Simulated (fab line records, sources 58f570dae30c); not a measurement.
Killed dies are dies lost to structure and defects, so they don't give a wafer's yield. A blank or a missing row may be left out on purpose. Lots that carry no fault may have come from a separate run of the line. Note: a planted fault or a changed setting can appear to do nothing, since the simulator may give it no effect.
fab line records -- flow berkeley_cmos170
record lots=14, wafers=42, last_day=14
route steps=331 shown PWELL@37 ACTIVE@68 SACOX@99
lots with no fault: from the same line, run without faults
start_h: hours from the record's opening day to when the first of the lot's shown wafers began -- wait_h: hours from the lot's prior step to this one -- " as in the row above -- L1.1+2: several wafers, shown together as one row -- - no value, or no start was given -- * or withheld: withheld -- < > ~ a bound
route shown NAME@n: a module of which the file shows steps, and the number in the route of the first -- usual: average and standard deviation across the fault-free wafers -- same: alike in all rows -- chamber/n: place in a boat -- sites: per-site readings -- _std_site: the values' standard deviation -- _edge_site: mean of outer sites minus mean of inner sites -- radius_mm: how far each site lies from the wafer's centre -- mask NAME#n: copy n -- behind: tool/chamber where the wafer was last shaped -- hold: cause of the lot's hold/its duration in hours/its outcome -- device: whichever transistor did not switch (one of n, p or np) -- end of line: tests of these same wafers at the route's end -- a step with no rows: only its recipe -- killed: dies that structure and defects cost at the first sort, which is not the same as the wafer's yield -- map: the dies of a wafer, with x for killed, . for not killed, _ for no die there
set.NAME: the run value of the setting; set.NAME@STEP: its run value at that earlier step -- model.NAME: the simulator's own value behind a step, which no gauge read
route steps across a sampled set of lots; one table per step, one row per wafer
services: when a tool's chamber went out of use (start_h, in hours from the record's first day, below 0 if earlier), for how many hours, and the reason
## steps
# step UCB170_PWELL_THK_MEAS_03
# recipe reads=SiO2_of_PWELL_OXIDATION_02
# usual PWELL_OXIDE_THK=26.3/0.69
lot.wafer,tool,chamber,start_h,wait_h,PWELL_OXIDE_THK[nm]
L289.1,film_metro-04,-,48.02,0.0,26.2
L289.2,film_metro-04,-,48.02,0.0,26.5
L289.3,film_metro-04,-,48.02,0.0,26.3
L290.2,film_metro-03,-,53.52,0.0,26.6
L290.3,film_metro-03,-,53.52,0.0,26.9
L290.4,film_metro-03,-,53.52,0.0,27.2
L291.1,film_metro-03,-,64.54,0.0,27.0
L291.2,film_metro-03,-,64.54,0.0,26.7
L291.4,film_metro-03,-,64.54,0.0,26.6
L293.1,film_metro-01,-,64.55,0.0,27.1
L293.2,film_metro-01,-,64.55,0.0,27.2
L293.5,film_metro-01,-,64.55,0.0,26.9
L294.1,film_metro-04,-,73.49,0.0,25.9
L294.5,film_metro-04,-,73.49,0.0,26.6
L294.6,film_metro-04,-,73.49,0.0,26.9
L296.2,film_metro-03,-,81.40,0.0,25.1
L296.4,film_metro-03,-,81.40,0.0,24.9
L296.5,film_metro-03,-,81.40,0.0,25.8
L295.4,film_metro-01,-,81.42,0.0,25.8
L295.5,film_metro-01,-,81.42,0.0,25.5
L295.6,film_metro-01,-,81.42,0.0,25.3
L298.1,film_metro-01,-,90.34,0.0,28.1
L298.3,film_metro-01,-,90.34,0.0,28.2
L298.6,film_metro-01,-,90.34,0.0,28.3
L299.2,film_metro-04,-,90.35,0.0,26.2
L299.3,film_metro-04,-,90.35,0.0,26.0
L299.5,film_metro-04,-,90.35,0.0,26.6
L300.1,film_metro-03,-,103.76,0.0,26.4
L300.2,film_metro-03,-,103.76,0.0,26.2
L300.6,film_metro-03,-,103.76,0.0,26.3
L301.1,film_metro-01,-,110.54,0.0,25.7
L301.2,film_metro-01,-,110.54,0.0,25.8
L301.5,film_metro-01,-,110.54,0.0,25.6
L306.1,film_metro-01,-,139.23,0.0,26.5
L306.4,film_metro-01,-,139.23,0.0,26.5
L306.6,film_metro-01,-,139.23,0.0,26.5
L310.2,film_metro-01,-,163.63,0.0,26.4
L310.4,film_metro-01,-,163.63,0.0,26.6
L310.6,film_metro-01,-,163.63,0.0,26.4
L311.3,film_metro-01,-,179.69,0.0,26.8
L311.5,film_metro-01,-,179.69,0.0,26.6
L311.6,film_metro-01,-,179.69,0.0,27.0
# step UCB170_PWELL_OVL_MEAS_13
# usual PWELL_OVL=-2/5.6
lot.wafer,tool,chamber,start_h,wait_h,PWELL_OVL[nm]
L289.1,overlay-02,-,57.48,-,-13
L289.2,overlay-02,-,57.48,-,-12
L289.3,overlay-02,-,57.48,-,-5
L290.2,overlay-02,-,65.01,-,8
L290.3,overlay-02,-,65.01,-,4
L290.4,overlay-02,-,65.01,-,6
L291.1,overlay-01,-,73.80,-,1
L291.2,overlay-01,-,73.80,-,-3
L291.4,overlay-01,-,73.80,-,0
L293.1,overlay-02,-,74.07,-,3
L293.2,overlay-02,-,74.07,-,-9
L293.5,overlay-02,-,74.07,-,-1
L294.1,overlay-01,-,82.36,-,-6
L294.5,overlay-01,-,82.36,-,-13
L294.6,overlay-01,-,82.36,-,-5
L296.2,overlay-02,-,90.52,-,-8
L296.4,overlay-02,-,90.52,-,-15
L296.5,overlay-02,-,90.52,-,2
L295.4,overlay-01,-,90.81,-,5
L295.5,overlay-01,-,90.81,-,5
L295.6,overlay-01,-,90.81,-,0
L298.1,overlay-01,-,102.51,-,0
L298.3,overlay-01,-,102.51,-,-2
L298.6,overlay-01,-,102.51,-,-5
L299.2,overlay-02,-,102.67,-,1
L299.3,overlay-02,-,102.67,-,4
L299.5,overlay-02,-,102.67,-,-2
L300.1,overlay-01,-,111.61,-,-4
L300.2,overlay-01,-,111.61,-,0
L300.6,overlay-01,-,111.61,-,3
L301.1,overlay-01,-,121.30,-,-2
L301.2,overlay-01,-,121.30,-,-4
L301.5,overlay-01,-,121.30,-,3
L306.1,overlay-01,-,150.59,-,2
L306.4,overlay-01,-,150.59,-,-4
L306.6,overlay-01,-,150.59,-,-11
L310.2,overlay-01,-,178.37,-,-3
L310.4,overlay-01,-,178.37,-,1
L310.6,overlay-01,-,178.37,-,4
L311.3,overlay-01,-,191.38,-,-4
L311.5,overlay-01,-,191.38,-,2
L311.6,overlay-01,-,191.38,-,3
# step UCB170_ACTIVE_COAT_08
# recipe resist=KrF, spin_rpm=1500, resist_thk_nm=900
lot.wafer,tool,chamber,start_h,wait_h
L289.1+2+3,litho_track-02,0,84.86,0.1
L290.2+3+4,litho_track-02,0,94.62,0.1
L291.1+2+4,litho_track-02,0,106.58,0.1
L293.1+2+5,litho_track-04,0,106.78,0.1
L294.1+5+6,litho_track-02,0,113.67,0.1
L296.2+4+5,litho_track-04,0,124.14,0.1
L295.4+5+6,litho_track-02,0,124.33,0.1
L298.1+3+6,litho_track-01,0,146.36,0.1
L299.2+3+5,litho_track-04,0,146.44,0.1
L300.1+2+6,litho_track-02,0,158.19,0.1
L301.1+2+5,litho_track-01,0,167.27,0.1
L306.1+4+6,litho_track-02,0,198.88,0.1
L310.2+4+6,litho_track-02,0,223.47,0.1
L311.3+5+6,litho_track-02,0,240.21,0.1
# step UCB170_ACTIVE_CD_MEAS_13
# recipe target_cd_nm=1200
# usual cd_nm=1199.5/1.5
lot.wafer,tool,chamber,start_h,wait_h,hold,cd_nm
L289.1,cd_sem-02,-,85.70,-,-,1200.4
L289.2,cd_sem-02,-,85.70,-,-,1198.5
L289.3,cd_sem-02,-,85.70,-,-,1199.4
L290.2,cd_sem-01,-,95.31,-,-,1200.5
L290.3,cd_sem-01,-,95.31,-,-,1200.7
L290.4,cd_sem-01,-,95.31,-,-,1199.9
L291.1,cd_sem-02,-,107.43,-,-,1200.6
L291.2,cd_sem-02,-,107.43,-,-,1199.9
L291.4,cd_sem-02,-,107.43,-,-,1200.0
L293.1,cd_sem-02,-,108.07,-,-,1201.1
L293.2,cd_sem-02,-,108.07,-,-,1200.2
L293.5,cd_sem-02,-,108.07,-,-,1201.9
L294.1,cd_sem-02,-,114.56,-,-,1199.2
L294.5,cd_sem-02,-,114.56,-,-,1201.2
L294.6,cd_sem-02,-,114.56,-,-,1200.7
L296.2,cd_sem-01,-,124.83,-,-,1197.6
L296.4,cd_sem-01,-,124.83,-,-,1198.9
L296.5,cd_sem-01,-,124.83,-,-,1198.3
L295.4,cd_sem-02,-,125.14,-,-,1197.2
L295.5,cd_sem-02,-,125.14,-,-,1198.1
L295.6,cd_sem-02,-,125.14,-,-,1197.0
L298.1,cd_sem-01,-,147.17,-,-,1201.4
L298.3,cd_sem-01,-,147.17,-,-,1199.0
L298.6,cd_sem-01,-,147.17,-,-,1198.7
L299.2,cd_sem-02,-,147.47,-,-,1197.1
L299.3,cd_sem-02,-,147.47,-,-,1197.7
L299.5,cd_sem-02,-,147.47,-,-,1197.3
L300.1,cd_sem-01,-,158.93,-,-,1201.6
L300.2,cd_sem-01,-,158.93,-,-,1199.4
L300.6,cd_sem-01,-,158.93,-,-,1199.5
L301.1,cd_sem-02,-,167.96,-,-,1199.6
L301.2,cd_sem-02,-,167.96,-,-,1200.4
L301.5,cd_sem-02,-,167.96,-,-,1199.1
L306.1,cd_sem-02,-,199.57,-,-,1199.9
L306.4,cd_sem-02,-,199.57,-,-,1200.5
L306.6,cd_sem-02,-,199.57,-,-,1200.3
L310.2,cd_sem-02,-,224.81,-,await_dispo/0.2h/release,1168.8
L310.4,cd_sem-02,-,224.81,-,await_dispo/0.2h/release,1168.3
L310.6,cd_sem-02,-,224.81,-,await_dispo/0.2h/release,1169.2
L310.2,cd_sem-02,-,225.09,0.3,-,1168.3
L310.4,cd_sem-02,-,225.09,0.3,-,1168.2
L310.6,cd_sem-02,-,225.09,0.3,-,1169.5
L311.3,cd_sem-01,-,241.26,-,await_dispo/0.2h/release,1175.2
L311.5,cd_sem-01,-,241.26,-,await_dispo/0.2h/release,1175.7
L311.6,cd_sem-01,-,241.26,-,await_dispo/0.2h/release,1176.3
L311.3,cd_sem-01,-,241.74,0.5,-,1175.1
L311.5,cd_sem-01,-,241.74,0.5,-,1175.9
L311.6,cd_sem-01,-,241.74,0.5,-,1176.5
# step UCB170_ACTIVE_STRIP_16
# recipe chemistry=O2, power_w=400, pressure_mtorr=3500, platen_temp_c=withheld, o2_flow_sccm=400, overash_fraction=0.5
# usual chamber_pressure_mTorr=3500/3.1, drypump_motor_current_A=5.8/0.34, oes_product_au=0.721/0.0039, strip_time_to_endpoint_s=18.08/0.093
lot.wafer,tool,chamber,start_h,wait_h,chamber_pressure_mTorr,drypump_motor_current_A,oes_product_au,rf_hours_counter_h,strip_time_to_endpoint_s
L289.1,plasma_asher-03,1,85.96,0.1,3505,6.4,0.718,35,18.05
L289.2,plasma_asher-03,0,85.96,0.1,3496,5.6,0.726,35,18.09
L289.3,plasma_asher-03,0,85.96,0.1,3502,5.6,0.720,-,18.13
L290.2,plasma_asher-02,1,95.55,0.1,3499,5.6,0.717,34,18.09
L290.3,plasma_asher-02,1,95.55,0.1,3502,5.6,0.729,-,18.07
L290.4,plasma_asher-02,0,95.55,0.1,3498,5.9,0.724,-,18.09
L291.1,plasma_asher-02,0,107.68,0.1,3502,5.9,0.717,36,18.10
L291.2,plasma_asher-02,1,107.68,0.1,3493,5.6,0.718,36,18.14
L291.4,plasma_asher-02,1,107.68,0.1,3501,5.7,0.723,-,18.10
L293.1,plasma_asher-01,0,108.32,0.1,3501,5.4,0.725,31,18.15
L293.2,plasma_asher-01,1,108.32,0.1,3504,5.7,0.715,31,18.22
L293.5,plasma_asher-01,1,108.32,0.1,3500,5.7,0.717,-,18.11
L294.1,plasma_asher-02,0,114.81,0.1,3500,5.9,0.721,37,18.03
L294.5,plasma_asher-02,1,114.81,0.1,3494,5.6,0.718,-,18.07
L294.6,plasma_asher-02,0,114.81,0.1,3501,5.9,0.723,-,18.05
L296.2,plasma_asher-03,0,125.06,0.1,3504,5.6,0.722,1,17.95
L296.4,plasma_asher-03,1,125.06,0.1,3499,6.4,0.719,-,18.06
L296.5,plasma_asher-03,0,125.06,0.1,3501,5.6,0.721,-,18.04
L295.4,plasma_asher-02,0,125.37,0.1,3496,5.9,0.720,-,17.91
L295.5,plasma_asher-02,0,125.37,0.1,3499,5.9,0.718,-,18.01
L295.6,plasma_asher-02,1,125.37,0.1,3505,5.6,0.726,-,18.15
L298.1,plasma_asher-02,1,147.43,0.1,3497,5.6,0.724,40,18.05
L298.3,plasma_asher-02,0,147.43,0.1,3497,5.9,0.722,-,18.11
L298.6,plasma_asher-02,0,147.43,0.1,3496,5.9,0.726,-,18.07
L299.2,plasma_asher-03,1,147.70,0.1,3500,6.5,0.722,3,18.27
L299.3,plasma_asher-03,1,147.70,0.1,3504,6.4,0.721,-,18.10
L299.5,plasma_asher-03,0,147.70,0.1,3502,5.6,0.724,-,18.29
L300.1,plasma_asher-03,1,159.18,0.1,3505,6.4,0.724,3,18.30
L300.2,plasma_asher-03,0,159.18,0.1,3497,5.6,0.717,3,18.20
L300.6,plasma_asher-03,0,159.18,0.1,3495,5.6,0.722,-,18.08
L301.1,plasma_asher-02,1,168.22,0.1,3497,5.6,0.723,41,18.01
L301.2,plasma_asher-02,0,168.22,0.1,3505,5.9,0.716,41,18.10
L301.5,plasma_asher-02,0,168.22,0.1,3498,5.9,0.716,-,18.19
L306.1,plasma_asher-03,0,199.82,0.1,3497,5.6,0.720,7,17.96
L306.4,plasma_asher-03,0,199.82,0.1,3499,5.6,0.722,-,18.07
L306.6,plasma_asher-03,0,199.82,0.1,3494,5.6,0.718,-,18.01
L310.2,plasma_asher-02,0,235.25,1.9,3503,5.9,0.521,45,7.13
L310.4,plasma_asher-02,0,235.25,1.9,3498,5.9,0.526,-,7.13
L310.6,plasma_asher-02,0,235.25,1.9,3504,5.9,0.519,-,7.13
L311.3,plasma_asher-03,1,245.10,0.1,3500,6.5,0.519,-,7.11
L311.5,plasma_asher-03,0,245.10,0.1,3499,5.6,0.513,-,7.11
L311.6,plasma_asher-03,1,245.10,0.1,3495,6.5,0.516,-,7.18
# step UCB170_SACOX_THK_MEAS_02
# recipe reads=SiO2_of_SACOX_OXIDATION_01
# usual SACOX_OXIDE_THK=14.31/0.27
lot.wafer,tool,chamber,start_h,wait_h,SACOX_OXIDE_THK[nm]
L289.1,film_metro-04,-,111.19,0.0,14.35
L289.2,film_metro-04,-,111.19,0.0,14.34
L289.3,film_metro-04,-,111.19,0.0,14.40
L290.2,film_metro-03,-,120.70,0.0,14.68
L290.3,film_metro-03,-,120.70,0.0,14.71
L290.4,film_metro-03,-,120.70,0.0,14.77
L291.1,film_metro-04,-,142.23,0.0,14.93
L291.2,film_metro-04,-,142.23,0.0,14.58
L291.4,film_metro-04,-,142.23,0.0,14.78
L293.1,film_metro-02,-,142.23,0.0,14.59
L293.2,film_metro-02,-,142.23,0.0,14.61
L293.5,film_metro-02,-,142.23,0.0,14.60
L294.1,film_metro-02,-,142.29,0.1,14.53
L294.5,film_metro-02,-,142.29,0.1,14.52
L294.6,film_metro-02,-,142.29,0.1,14.53
L296.2,film_metro-03,-,161.98,0.0,14.31
L296.4,film_metro-03,-,161.98,0.0,14.00
L296.5,film_metro-03,-,161.98,0.0,14.27
L295.4,film_metro-04,-,162.00,0.0,13.85
L295.5,film_metro-04,-,162.00,0.0,14.06
L295.6,film_metro-04,-,162.00,0.0,14.00
L298.1,film_metro-04,-,184.02,0.0,14.61
L298.3,film_metro-04,-,184.02,0.0,14.74
L298.6,film_metro-04,-,184.02,0.0,14.42
L299.2,film_metro-02,-,184.03,0.0,14.04
L299.3,film_metro-02,-,184.03,0.0,13.99
L299.5,film_metro-02,-,184.03,0.0,13.78
L300.1,film_metro-03,-,200.63,0.0,14.08
L300.2,film_metro-03,-,200.63,0.0,14.26
L300.6,film_metro-03,-,200.63,0.0,13.98
L301.1,film_metro-04,-,200.63,0.0,14.13
L301.2,film_metro-04,-,200.63,0.0,14.33
L301.5,film_metro-04,-,200.63,0.0,14.09
L306.1,film_metro-04,-,236.78,0.0,14.07
L306.4,film_metro-04,-,236.78,0.0,14.39
L306.6,film_metro-04,-,236.78,0.0,14.19
L310.2,film_metro-03,-,262.04,0.0,14.30
L310.4,film_metro-03,-,262.04,0.0,14.52
L310.6,film_metro-03,-,262.04,0.0,14.49
L311.3,film_metro-03,-,274.01,0.0,14.34
L311.5,film_metro-03,-,274.01,0.0,14.26
L311.6,film_metro-03,-,274.01,0.0,14.29
## services
tool,chamber,start_h,hours,kind
plasma_asher-03,-,108.75,9.0,pm
plasma_asher-03,0,108.75,9.0,vent_cycle
plasma_asher-03,1,108.75,9.0,vent_cycle
plasma_asher-03,0,117.75,-,clean
plasma_asher-03,1,117.75,-,clean
plasma_asher-02,-,148.37,3.1,repair
plasma_asher-01,-,162.75,2.8,pm
plasma_asher-01,-,193.64,109.0,repair
plasma_asher-02,-,231.04,4.2,repair
## key
first_sign step=UCB170_ACTIVE_CD_MEAS_13, reading=visit, direction=added, through=control_loop
effect step=UCB170_ACTIVE_CD_MEAS_13, reading=cd_nm, direction=down, sigmas=18, usual=1199.5, struck=1172.2, through=control_loop
effect step=UCB170_ACTIVE_STRIP_16, reading=strip_time_to_endpoint_s, direction=down, sigmas=99+, usual=*, struck=*, through=*
met_at UCB170_ACTIVE_COAT_08
struck_lots L310,L311
sort_left_out L310.2,L310.4,L310.6,L311.3,L311.5,L311.6
tester_left_out L310,L311
loop_trim step=UCB170_ACTIVE_EXPOSE_10, setting=dose, lots=L311
not_acting_at UCB170_PWELL_THK_MEAS_03,UCB170_PWELL_OVL_MEAS_13,UCB170_SACOX_THK_MEAS_02
onset_between 198.88 223.47
also_fits time
fault kind=process_parameter_drift, tool=litho_track-02, chamber=-, onset_h=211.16, steps=UCB170_ACTIVE_COAT_08, channel=resist_thk_nm, offset=*, shape=step, end_h=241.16, acts_in=*, stated=*
# tester_left_out: of these lots the tester's yield and bins aren't shown, on N5 and GAA mostly nor the transistor test; their killed dies are dies lost to structure and defects alone, not to doping, threshold or leakage, so they don't give the yield
# sort_left_out: the simulated sort isn't trusted on such a fault, so these wafers' sort isn't shown, and their yield isn't known
# loop_trim: a control loop set the setting to another value than it would have without faults
